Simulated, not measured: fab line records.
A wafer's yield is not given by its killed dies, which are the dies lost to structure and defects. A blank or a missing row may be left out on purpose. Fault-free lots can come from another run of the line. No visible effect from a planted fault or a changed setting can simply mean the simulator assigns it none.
A single fault, viewed from 2 desks + flow rit-cmos + only its own numbers are on each desk; what lay behind them is given at the end

TOOL OWNER'S DESK, lpcvd-01
The tool's own readings at RIT_GATE_CVD_08 (deposits poly-Si from SiH4, target thk 250 nm, time 2220 s): means of the sampled wafers that have a number, for each lot that ran on this tool. Any lot whose mean is over 4 standard deviations away from the usual mean is out of limits and marked OUT; that distance is given in the brackets.
Columns: A = pressure-mtorr at RIT_GATE_CVD_08, usual 300.1 mTorr; B = spike-tc-centre-C at RIT_GATE_CVD_08, usual 612.1 C; C = zone-power-source-pct at RIT_GATE_CVD_08, usual 11.3 %
| lot  | first seen here | A                       | B     | C    |
|------|-----------------|-------------------------|-------|------|
| L345 | day 2 12:20     | 299.6                   | 611.4 | 11.1 |
| L346 | day 2 18:22     | 300.1                   | 611.1 | 11.0 |
| L347 | day 2 21:54     | 300.5                   | 611.8 | 10.5 |
| L348 | day 3 01:51     | 300.0                   | 611.6 | 10.9 |
| L350 | day 3 14:56     | 449.8 (+99 or more) OUT | 611.0 | 10.4 |
| L353 | day 4 05:38     | 450.7 (+99 or more) OUT | 611.5 | 10.4 |
| L366 | day 6 22:02     | 300.3                   | 611.4 | 10.5 |
| L367 | day 7 01:54     | 300.2                   | 610.7 | 10.9 |
This desk's finding: out of limits on L350, L353; first on L350, day 3 14:56 (pressure-mtorr at RIT_GATE_CVD_08). Within limits: L345, L346, L347, L348, L366, L367.

THE METROLOGY DESK
What the gauges read, lot by lot, whatever tool the lot ran on: means of the sampled wafers that have a number. Any lot whose mean is over 4 standard deviations away from the usual mean is out of limits and marked OUT; that distance is given in the brackets.
Columns: A = GATE_POLY_THK at RIT_GATE_THK_MEAS_09, usual 250.4 nm
| lot  | first seen here | A               |
|------|-----------------|-----------------|
| L345 | day 2 13:58     | 248.5           |
| L346 | day 2 19:59     | 248.3           |
| L347 | day 2 23:31     | 250.0           |
| L348 | day 3 03:28     | 251.2           |
| L350 | day 3 16:34     | 304.3 (+21) OUT |
| L352 | day 4 04:32     | 252.0           |
| L353 | day 4 07:16     | 308.2 (+22) OUT |
| L360 | day 5 16:56     | 253.9           |
| L362 | day 6 05:39     | 253.7           |
| L365 | day 6 19:49     | 250.2           |
| L366 | day 7 00:27     | 248.5           |
| L367 | day 7 03:31     | 249.0           |
| L368 | day 7 11:14     | 254.1           |
This desk finds L350, L353 out of limits, with the earliest case on L350 at day 3 16:34 (GATE_POLY_THK at RIT_GATE_THK_MEAS_09). Within limits: L345, L346, L347, L348, L352, L360, L362, L365, L366, L367, L368.

PUT TOGETHER
The tool owner's desk could have raised an alarm at day 3 14:56, on L350, L353.
Metrology desk: alarm possible at day 3 16:34 on L350, L353.
All the named lots went through RIT_GATE_CVD_08 on lpcvd-01.

WHAT THE SIMULATOR HAD INSERTED
lpcvd-01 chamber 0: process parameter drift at RIT_GATE_CVD_08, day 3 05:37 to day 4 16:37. The setting pressure-mtorr was moved by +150, starting from 300. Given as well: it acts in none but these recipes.
Shown lots that were struck: L350, L353.
Fault start to first reading out of limits, in hours, per desk: tool owner, 9; metrology, 11.
